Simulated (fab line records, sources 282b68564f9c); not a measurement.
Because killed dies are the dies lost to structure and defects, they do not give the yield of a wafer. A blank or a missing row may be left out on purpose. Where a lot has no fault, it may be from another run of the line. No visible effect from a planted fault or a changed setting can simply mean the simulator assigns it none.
A struck lot beside a sound one ; flow rit cmos ; 19 out of 202 route steps
Sound: the wafers L985.4, L985.5, L985.6. Wafers struck: L993.2, L993.4, L993.5. The cause is named last.
At each step with rows: each side's tool, then ch and its chambers, then its first start. Under that, the readings that differ: sound wafers ; struck wafers ; difference of the means ; sigmas: that difference in standard deviations of wafers without a fault.
alike: readings with means less than 2 such deviations apart, plus words and numbers identical on both sides. not compared: withheld readings, readings lacking a value on some wafer, bounds such as >300 that could conceal the same value, and numbers that have no deviation in the record and whose values overlap.
A row with sigmas, a row that says differs or no value, or rows on one side alone: a step with any of these is where the two part. When numbers do not overlap yet have no deviation, they are printed without sigmas and do not part them. A reading missing from all wafers of one side parts the sides only when that side holds two or more wafers.

first, 1 step without rows for these wafers: RIT_CONTACT_HARDBAKE_10 (time 60 s).
RIT_CONTACT_ETCH_11: etches SiO2 in CHF3/CF4/Ar, stops on TiSi2, target depth 480 nm, time 320 s.
  sound on rie diel-01 ch 0,1,2, day 4 07:47; struck on rie diel-04 ch 1,3, day 6 00:44
  alike: drypump motor current A, oes product au, throttle valve pct
  not compared: rf hours counter h
RIT_CONTACT_STRIP_12: strips in O2, time 180 s.
  sound on plasma asher-03 ch 0,1, day 4 07:56; struck on plasma asher-02 ch 0,1, day 6 00:56
  alike: drypump motor current A, rf refl power W
  not compared: rf hours counter h
RIT_CONTACT_CD_MEAS_90: the cd target is 1000 nm.
  sound on cd sem-01 at day 4 08:07; struck on cd sem-01 at day 6 01:07
  alike: cd nm
then, 2 steps without rows for these wafers: RIT_CONTACT_CLEAN_13 (cleans in SC1, time 617.9 s); RIT_CONTACT_CLEAN_14 (cleans in SC2, time 600 s).
RIT_M1_SPUTTER_00: material Al, target thk 400 nm, time 500 s.
  sound on pvd sputter-04 at day 4 08:31; struck on pvd sputter-02 at day 6 01:45
  alike: cathode dc power W, throttle valve pct
RIT_M1_RS_MEAS_01: measurement is done with a four-point probe.
  sound on film metro-02 at day 4 08:53; struck on film metro-02 at day 6 02:04
  alike: M1_AL_RS
RIT_M1_THK_MEAS_02: measures by xrf.
  sound on film metro-02 at day 4 08:58; struck on film metro-02 at day 6 02:10
  alike: M1_AL_THK
then, 3 steps without rows for these wafers: RIT_M1_HMDS_03 (prime time 60 s); RIT_M1_COAT_04 (resist thk 1300 nm); RIT_M1_SOFTBAKE_05 (time 60 s).
RIT_M1_EXPOSE_06: exposes mask M12, target cd 2600 nm.
  sound on iline stepper-01 ch 0, day 4 09:38; struck on iline stepper-01 ch 0, day 6 02:41
reading;sound;struck;difference;sigmas
model.M1.overlay x nm (nm);2.075 2.075 2.075;360.4 360.4 360.4;+358.3;
  alike: mask
then, 2 steps without rows for these wafers: RIT_M1_PEB_07; RIT_M1_DEVELOP_08 (develop time 68 s).
RIT_M1_CD_MEAS_09: the cd target is 2600 nm.
  sound on cd sem-01 at day 4 10:04; struck on cd sem-01 at day 6 03:07
  alike: cd nm
RIT_M1_OVL_MEAS_10:
  sound on overlay-02 at day 4 10:08; struck on overlay-02 at day 6 03:14
reading;sound;struck;difference;sigmas
M1_OVL (nm);1.3 1.8 1.1;357.2 360.0 358.6;+357.2;+99 or more
then, 1 step without rows for these wafers: RIT_M1_HARDBAKE_11 (time 120 s).
RIT_M1_PROBE_99:
  sound on prober-02 at day 4 12:49; struck on prober-01 at day 6 05:49
reading;sound;struck;difference;sigmas
model.etest.tester.sort n pass;261 257 259;0 0 33;-248;
model.etest.tester.sort yield pct (%);98.86 97.35 98.11;0 0 12.5;-94;
model.etest.nmos_0p15.junction log10 a um;-13.68 -13.63 -13.67;-9.704 -9.666 -9.88;+3.910;
model.etest.nmos narrow.off log10 a um;-13.22 -13.34 -13.23;-9.704 -9.666 -9.88;+3.513;
model.etest.nmos_0p3.off log10 a um;-13.06 -12.99 -12.95;-9.704 -9.666 -9.88;+3.250;
model.etest.gate end array.leak log10 a um;-12.88 -12.84 -12.62;-9.484 -9.559 -9.701;+3.199;
model.etest.pmos_0p15.junction log10 a um;-13.74 -13.86 -13.85;-10.7 -10.66 -10.88;+3.1;
model.etest.contact diode array.leak log10 a (angstrom);-9.495 -9.473 -9.265;-6.568 -6.326 -6.631;+2.903;
  alike: defect limited yield, killed_at_M0_to_M3, killed at contacts, killed at front end, killed dies, killed open, killed short

## WHERE THEY PART
Only at RIT_M1_OVL_MEAS_10, as far as this record shows. Later steps at which nothing parts them and some readings are alike: RIT_M1_PROBE_99.

WHY: the cause the simulator had injected
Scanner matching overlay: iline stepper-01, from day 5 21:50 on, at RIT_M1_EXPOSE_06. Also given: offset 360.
